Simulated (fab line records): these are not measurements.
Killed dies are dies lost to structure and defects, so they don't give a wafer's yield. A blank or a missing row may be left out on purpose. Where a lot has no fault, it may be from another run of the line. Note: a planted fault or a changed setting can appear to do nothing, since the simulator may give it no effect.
Lot-split experiment -- flow berkeley cmos170 -- route with 331 steps; 5 lots, 23 wafers read

ABOUT THE SPLIT
At UCB170_PFIELD_IMPLANT_07, the setting energy kev was moved away from the recipe's 80 on 11 of the 23 wafers read, by -5.1% to +4.4%. This setting was run at the recipe's value on the other wafers.

The split's own step is where the reading is taken.

THE READING
implant.drp nm (the simulator's own value, which no gauge read), in nm, at UCB170_PFIELD_IMPLANT_07. There is no usual value for it anywhere in the file.

wafer,"tool, chamber at the split",energy kev as run,against the recipe,"implant.drp nm, nm",against lot-mates on the recipe
L077.1,"implanter-04, 0",80,recipe,74.86,-
L077.6,"implanter-04, 0",80,recipe,74.86,-
L077.2,"implanter-04, 0",83.54,+4.4%,76.39,+1.53
L077.3,"implanter-04, 0",83.54,+4.4%,76.39,+1.53
L077.5,"implanter-04, 0",83.54,+4.4%,76.39,+1.53
L075.1,"implanter-03, 0",75.9,-5.1%,72.96,-1.90
L075.2,"implanter-03, 0",75.9,-5.1%,72.96,-1.90
L075.3,"implanter-03, 0",75.9,-5.1%,72.96,-1.90
L075.4,"implanter-03, 0",80,recipe,74.86,-
L075.6,"implanter-03, 0",80,recipe,74.86,-
L080.1,"implanter-03, 0",80,recipe,74.86,-
L080.3,"implanter-03, 0",80,recipe,74.86,-
L080.4,"implanter-03, 0",76.35,-4.6%,73.17,-1.69
L080.5,"implanter-03, 0",76.35,-4.6%,73.17,-1.69
L080.6,"implanter-03, 0",76.35,-4.6%,73.17,-1.69
L082.1,"implanter-04, 0",80,recipe,74.86,-
L082.2,"implanter-04, 0",80,recipe,74.86,-
L082.5,"implanter-04, 0",80,recipe,74.86,-
L081.1,"implanter-03, 0",80,recipe,74.86,-
L081.3,"implanter-03, 0",80,recipe,74.86,-
L081.4,"implanter-03, 0",80,recipe,74.86,-
L081.2,"implanter-03, 0",81.4,+1.8%,75.47,+0.61
L081.6,"implanter-03, 0",81.4,+1.8%,75.47,+0.61

THE FIT
A straight line over all 23 wafers: implant.drp nm changes by +0.362 nm for each +1% of energy kev; r = +1.00; the points scatter about the line by 0.027 nm.
The same after taking each lot's own level away (the mean of its wafers on the recipe; 23 wafers): +0.362 nm for each +1%; r = +1.00; scatter 0.027 nm.
Per that fit: largest energy kev move, reading shift of 1.9 nm.
The lots' own levels span 74.860 to 74.860 nm.
The two slopes are in agreement: the lot-to-lot level therefore moves the slope only a little.
Check: for one of the wafers moved furthest among these (-5.1%), held out of the fit, the line's prediction against its lot-mates is -1.87 nm. Against them it came out at -1.9 nm.

THESE WAFERS: OTHER SPLITS
Other splits were also applied to these wafers ahead of the reading. Each is held against what the fit with the lots' levels taken away leaves over:
other split on the same wafers,wafers away from the commonest value,r with implant.drp nm (lot level and that fit taken away)
UCB170_ZERO_COAT_01 resist thk nm,8,+0.22
UCB170_ZERO_DEVELOP_05 dev temp c,7,+0.21
UCB170_NWELL_COAT_07 spin rpm,6,+0.01
UCB170_NWELL_ETCH_13 over etch frac,6,-0.09
UCB170_WELLDRIVE_OXIDATION_01 ox time s,10,+0.13
UCB170_ACTIVE_PEB_11 peb temp c,7,-0.19
UCB170_ACTIVE_ETCH_15 time s,5,+0.13

THE WHOLE CHAIN: every reading that the file lists as answering this split, in the file's order
step,what it does,reading,change (the file's fit),r (the file's)
UCB170_PFIELD_IMPLANT_07,,"implant.rp nm (the simulator's own value, which no gauge read)",+2.14 nm for each +1% of the setting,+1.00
UCB170_PFIELD_IMPLANT_07,,"implant.drp nm (the simulator's own value, which no gauge read)",+0.362 nm for each +1% of the setting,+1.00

THE FILE'S OWN FIT
implant.drp nm changes by +0.362 nm for each +1% of energy kev, r = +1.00.
